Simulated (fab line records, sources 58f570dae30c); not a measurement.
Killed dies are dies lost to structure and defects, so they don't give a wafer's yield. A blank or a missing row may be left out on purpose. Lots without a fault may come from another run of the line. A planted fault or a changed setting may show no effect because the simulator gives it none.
Problem report in the 8D (eight disciplines) form, filled by code | flow berkeley_cmos170 | the parts of the form that need people (team, actions taken, sign-off) are left out

1. THE PROBLEM
oes_product_au at UCB170_NVT_STRIP_08 reads a mean of 0.811 a.u. on 6 wafers of 2 lots; wafers without a fault read 0.735 a.u. with a standard deviation of 0.0044. That is +17 standard deviations from the usual mean.
The step: strips in O2.
First seen on wafer L604.3, day 8 09:45, on plasma_asher-04. The record holds 42 wafers of 14 lots with a number at this step. Rule for "out", or "out of limits": more than 4 standard deviations from the usual mean. The other wafers with a number count as sound.

2. WHAT IT IS AND WHAT IT IS NOT
question                    | is                     | is not
which readings at this step | oes_product_au         | drypump_motor_current_A, strip_time_to_endpoint_s
which lots                  | L604, L605             | L590, L592, L594, L595, L596, L597, L598, L602, L609, L610, L611, L612
which wafers of those lots  | all that have a number | -
read on which tools         | plasma_asher-04        | plasma_asher-02, plasma_asher-03
when                        | from day 8 09:45       | up to then (24 sound wafers); but 12 sound wafers of L609, L610, L611, L612 came after

3. SUSPECTS, AND WHAT RULES EACH OUT
Counting: a tool at a process step up to the reading stays a suspect if it ran every lot that is out and no sound lot after the first of them.
- plasma_asher-04 at UCB170_NVT_STRIP_08 (strips in O2): kept. It ran every lot that is out, first L604 (day 8 09:45), and no sound lot after that; its last sound lot up to then is L598 (day 7 06:31). Its own readings are out on those wafers: oes_product_au.
Left after counting: plasma_asher-04 at UCB170_NVT_STRIP_08.

4. THE CAUSE (what the simulator had put in)
Process parameter drift: plasma_asher-04, from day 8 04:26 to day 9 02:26, at UCB170_NVT_STRIP_08. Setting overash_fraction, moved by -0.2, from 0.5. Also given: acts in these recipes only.
Counting left only this tool.

5. THE CHAIN OF EFFECTS, in route order
Each row: a reading whose mean over the struck wafers that have a number lies more than 3 standard deviations from the usual. Only readings for which the record gives a usual standard deviation are gone through. hours: the time from each lot's start at the first step in this table that gives one to its start at this step, as a median over the lots. sigmas: the change in usual standard deviations.
hours | step                | reading        | usual      | on struck wafers | change | sigmas
0     | UCB170_NVT_STRIP_08 | oes_product_au | 0.735 a.u. | 0.811            | +0.077 | +17
The process steps in it:
- UCB170_NVT_STRIP_08: strips in O2.

6. WHAT WOULD HAVE CAUGHT IT SOONER
In this record the first reading out of limits was taken at day 8 09:45, 5 hours after the fault began at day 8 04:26.
